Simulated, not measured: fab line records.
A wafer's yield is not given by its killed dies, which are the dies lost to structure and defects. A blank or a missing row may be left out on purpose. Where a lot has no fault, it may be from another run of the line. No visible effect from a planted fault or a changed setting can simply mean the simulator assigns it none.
A sampling plan put to the test ; flow berkeley cmos170 ; one fab line, 8 faults that these records tell of, each judged on the records of the lots that it struck
The plan is the line's own looks: the steps of the route at which a gauge or an inspection reads the wafer and doesn't change it. A look is open to judgement when struck wafers have a number at it and the file gives its usual mean and standard deviation on fault-free wafers. Caught: a look later than the fault's first step finds the struck wafers' mean 4 or more of those standard deviations (sigma) from the usual mean. On the tool: the fault's steps, tested the same way using the tool's own readings. Caught also covers a different recipe on the struck wafers, or a record left blank for those wafers only.

THE FAULTS, as the simulator had put them in
1. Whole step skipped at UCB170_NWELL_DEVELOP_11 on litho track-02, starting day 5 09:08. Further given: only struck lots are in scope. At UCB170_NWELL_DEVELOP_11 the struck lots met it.
2. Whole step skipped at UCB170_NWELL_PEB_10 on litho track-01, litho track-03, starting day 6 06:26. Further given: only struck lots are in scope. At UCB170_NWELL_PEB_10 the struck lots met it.
3. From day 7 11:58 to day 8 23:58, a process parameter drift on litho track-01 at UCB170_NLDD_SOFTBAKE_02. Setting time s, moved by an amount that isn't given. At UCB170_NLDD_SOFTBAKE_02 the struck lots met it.
4. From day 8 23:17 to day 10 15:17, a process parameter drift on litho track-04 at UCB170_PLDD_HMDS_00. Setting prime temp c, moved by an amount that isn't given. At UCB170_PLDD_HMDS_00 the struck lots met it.
5. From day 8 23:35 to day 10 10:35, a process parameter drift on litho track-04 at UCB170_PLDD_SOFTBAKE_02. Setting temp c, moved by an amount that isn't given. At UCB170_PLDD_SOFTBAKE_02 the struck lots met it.
6. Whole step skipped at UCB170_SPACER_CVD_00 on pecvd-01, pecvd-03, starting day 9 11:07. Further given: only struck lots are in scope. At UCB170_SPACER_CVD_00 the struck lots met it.
7. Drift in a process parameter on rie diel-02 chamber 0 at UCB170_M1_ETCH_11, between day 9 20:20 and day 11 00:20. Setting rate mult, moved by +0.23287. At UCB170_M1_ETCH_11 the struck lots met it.
8. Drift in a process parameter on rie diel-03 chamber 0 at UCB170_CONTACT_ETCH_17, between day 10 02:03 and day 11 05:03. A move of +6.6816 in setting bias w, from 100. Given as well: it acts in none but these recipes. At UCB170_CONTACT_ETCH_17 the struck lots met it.

WHAT THE PLAN SAW
fault;on the tool itself;first look that catches it;reading, sigma;median hours from its first step to that look;hours from the fault's start to the first struck lot there;judged looks passed uncaught
1;the tool's record is blank for the struck wafers;no look after it can be judged;-;-;-;0
2;the tool's record is blank for the struck wafers;no look after it can be judged;-;-;-;0
3;run length s +26 sigma;not the one look that can be judged after it;-;-;-;1
4;prime temp c +12 sigma;no look after it can be judged;-;-;-;0
5;heater power total W +55 sigma;UCB170_PLDD_CD_MEAS_06;cd nm +7.8;0.8;3;0
6;the tool's record is blank for the struck wafers;no look after it can be judged;-;-;-;0
7;oes product au +6.8 sigma;none of the 2 looks that can be judged after it;-;-;-;2
8;bias w +21 sigma;no look after it can be judged;-;-;-;0
A dash: this means the fault isn't caught or the number doesn't appear in these records.

Caught at a look: 1 of 8. Caught on the tool: 8 of 8. By one or the other: 8 of 8.
Caught on the tool alone: faults 1, 2, 3, 4, 6, 7, 8.

THINNER SAMPLING
Were the look that catches a fault to measure just every second or every third lot (counted by lot number), the first struck lot would, at worst, be measured this late:
fault;struck lots at that look, in order of time;every lot;every second lot;every third lot
5;L835, L837;3 h;may miss all 2;may miss all 2
Hours count from the start of the fault until the first struck lot that is measured. The limit of 4 sigma was tested on all struck wafers together, so one lot alone may lie under it. Other struck lots may not be in these records.

THE LONGEST TIMED WAY FROM STEP TO LOOK
For fault 5, UCB170_PLDD_SOFTBAKE_02 and UCB170_PLDD_CD_MEAS_06 are separated by a median of 0.8 hours. No look between them can be judged.
